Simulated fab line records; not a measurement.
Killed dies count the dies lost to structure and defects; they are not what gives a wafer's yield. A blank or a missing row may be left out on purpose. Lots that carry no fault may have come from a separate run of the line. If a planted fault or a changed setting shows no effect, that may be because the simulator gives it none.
Struck lot and sound lot, side by side    flow rit cmos    34 steps out of a route of 202
Sound: wafers L368.1, L368.5, L368.6. The struck wafers were L386.3, L386.4, L386.6. At the end, the cause is stated.
Each step with rows lists, per side, the tool, then ch with its chambers, then its first start. Under that, the readings that differ: sound wafers    struck wafers    difference of the means    sigmas: that difference in standard deviations of wafers without a fault.
alike: readings whose means differ by less than 2 such deviations, and words and numbers that are the same on both sides. not compared: withheld readings, readings that some wafer has no value for, bounds like >300 that may hide the same value, and numbers for which the record gives no deviation and whose values overlap.
A row with sigmas, a row that says differs or no value, or rows on one side alone: a step with any of these is where the two part. When numbers do not overlap yet have no deviation, they are printed without sigmas and do not part them. A reading missing from all wafers of one side parts the sides only when that side holds two or more wafers.

first, 2 steps without rows for these wafers: RIT_SPACER_CLEAN_02 (cleans in SC2, time 600 s); RIT_SPACER_CVD_03 (deposits Si3N4 from SiH2Cl2/NH3, target thk 250 nm, time 3300 s).
RIT_SPACER_THK_MEAS_04:
  sound: film metro-02 at day 3 09:19; struck: film metro-01 at day 7 03:10
  alike: SPACER_NITRIDE_THK
RIT_SPACER_ETCHBACK_05: etches Si3N4 in SF6/CHF3, stops on SiO2, target depth 250 nm, time 240 s.
  sound on rie diel-01 ch 2,3, day 3 09:23; struck on rie diel-03 ch 0,3, day 7 03:12
reading                      sound        struck       difference  sigmas
drypump motor current A (A)  6.0 6.0 6.4  5.2 4.7 5.1  -1.1        -2
  alike: oes product au, throttle valve pct
  not compared: rf hours counter h
then, 6 steps without rows for these wafers: RIT_NSD_HMDS_00 (prime time 60 s); RIT_NSD_COAT_01 (resist thk 1000 nm); RIT_NSD_SOFTBAKE_02 (time 60 s); RIT_NSD_EXPOSE_03 (exposes mask M9, target cd 40700 nm); RIT_NSD_PEB_04; RIT_NSD_DEVELOP_05 (develop time 50 s).
RIT_NSD_OVL_MEAS_06:
  sound: overlay-01 at day 3 10:23; struck: overlay-02 at day 7 04:29
  alike: NSD_OVL
then, 1 step without rows for these wafers: RIT_NSD_HARDBAKE_07 (time 60 s).
RIT_NSD_IMPLANT_08:
  sound on implanter-03 ch 0, day 3 10:34; struck on implanter-02 ch 0, day 7 04:43
reading                    sound                 struck                difference  sigmas
beam energy keV            25.000 24.991 25.001  20.493 20.497 20.507  -4.498      -99 or more
model.implant.rp nm (nm)   33.27 33.27 33.27     27.79 27.79 27.79     -5.48       
model.implant.drp nm (nm)  14.84 14.84 14.84     13.16 13.16 13.16     -1.68       
RIT_NSD_STRIP_09: strips in O2, time 180 s.
  sound on plasma asher-02 ch 0,1, day 3 10:43; struck on plasma asher-02 ch 0,1, day 7 04:52
  alike: drypump motor current A
  not compared: rf hours counter h
RIT_NSD_TW_MEAS_10:
  sound: film metro-02 at day 3 10:53; struck: film metro-02 at day 7 05:00
reading  sound           struck          difference  sigmas
NSD_TW   3148 3158 3147  2990 2995 2983  -162        -5
then, 6 steps without rows for these wafers: RIT_PSD_HMDS_00 (prime time 60 s); RIT_PSD_COAT_01 (resist thk 1000 nm); RIT_PSD_SOFTBAKE_02 (time 60 s); RIT_PSD_EXPOSE_03 (exposes mask M10, target cd 40900 nm); RIT_PSD_PEB_04; RIT_PSD_DEVELOP_05 (develop time 50 s).
RIT_PSD_OVL_MEAS_06:
  sound: overlay-01 at day 3 11:55; struck: overlay-01 at day 7 06:02
reading       sound         struck          difference  sigmas
PSD_OVL (nm)  -1.0 0.8 0.6  -4.8 -3.5 -3.0  -3.9        -3
then, 2 steps without rows for these wafers: RIT_PSD_HARDBAKE_07 (time 60 s); RIT_PSD_IMPLANT_08.
RIT_PSD_STRIP_09: strips in O2, time 180 s.
  sound on plasma asher-02 ch 0,1, day 3 12:16; struck on plasma asher-04 ch 0,1, day 7 06:25
  alike: drypump motor current A
  not compared: rf hours counter h
RIT_PSD_TW_MEAS_10:
  sound: film metro-03 at day 3 12:26; struck: film metro-02 at day 7 06:33
  alike: PSD_TW
then, 3 steps without rows for these wafers: RIT_SDANNEAL_CLEAN_00 (cleans in SC1, time 600 s); RIT_SDANNEAL_CLEAN_01 (cleans in dHF, time 30 s); RIT_SDANNEAL_CLEAN_02 (cleans in SC2, time 600 s).
RIT_SDANNEAL_RTA_03: time 5 s.
  sound on rtp anneal-02 ch 0, day 3 12:53; struck on rtp anneal-01 ch 0, day 7 06:58
  alike: ramp down c per s, ramp up c per s, wafer_temp_C_max
RIT_SDANNEAL_RS_MEAS_04: measures by four-point-probe.
  sound: film metro-02 at day 3 12:56; struck: film metro-02 at day 7 07:03
  alike: PSD_RS
RIT_SDANNEAL_RS_MEAS_05: measures by four-point-probe.
  sound: film metro-02 at day 3 13:04; struck: film metro-02 at day 7 07:10
reading          sound           struck          difference  sigmas
NSD_RS (ohm/sq)  84.8 84.5 85.0  85.9 85.7 86.0  +1.1        +3
RIT_SDANNEAL_RS_MEAS_06: measures by four-point-probe.
  sound: film metro-02 at day 3 13:11; struck: film metro-02 at day 7 07:17
reading           sound              struck             difference  sigmas
PLDD_RS (ohm/sq)  178.0 178.2 178.4  179.4 178.9 179.4  +1.0        +2
RIT_M1_PROBE_99:
  sound: prober-01 at day 3 20:26; struck: prober-02 at day 7 14:36
  alike: killed at contacts, killed at front end, killed dies, killed on rim, killed open, killed short

## WHERE THEY PART
Earliest at RIT_SPACER_ETCHBACK_05; latest, in this record, at RIT_SDANNEAL_RS_MEAS_06. Later steps at which nothing parts them and some readings are alike: RIT_M1_PROBE_99.

WHY: the cause the simulator had injected
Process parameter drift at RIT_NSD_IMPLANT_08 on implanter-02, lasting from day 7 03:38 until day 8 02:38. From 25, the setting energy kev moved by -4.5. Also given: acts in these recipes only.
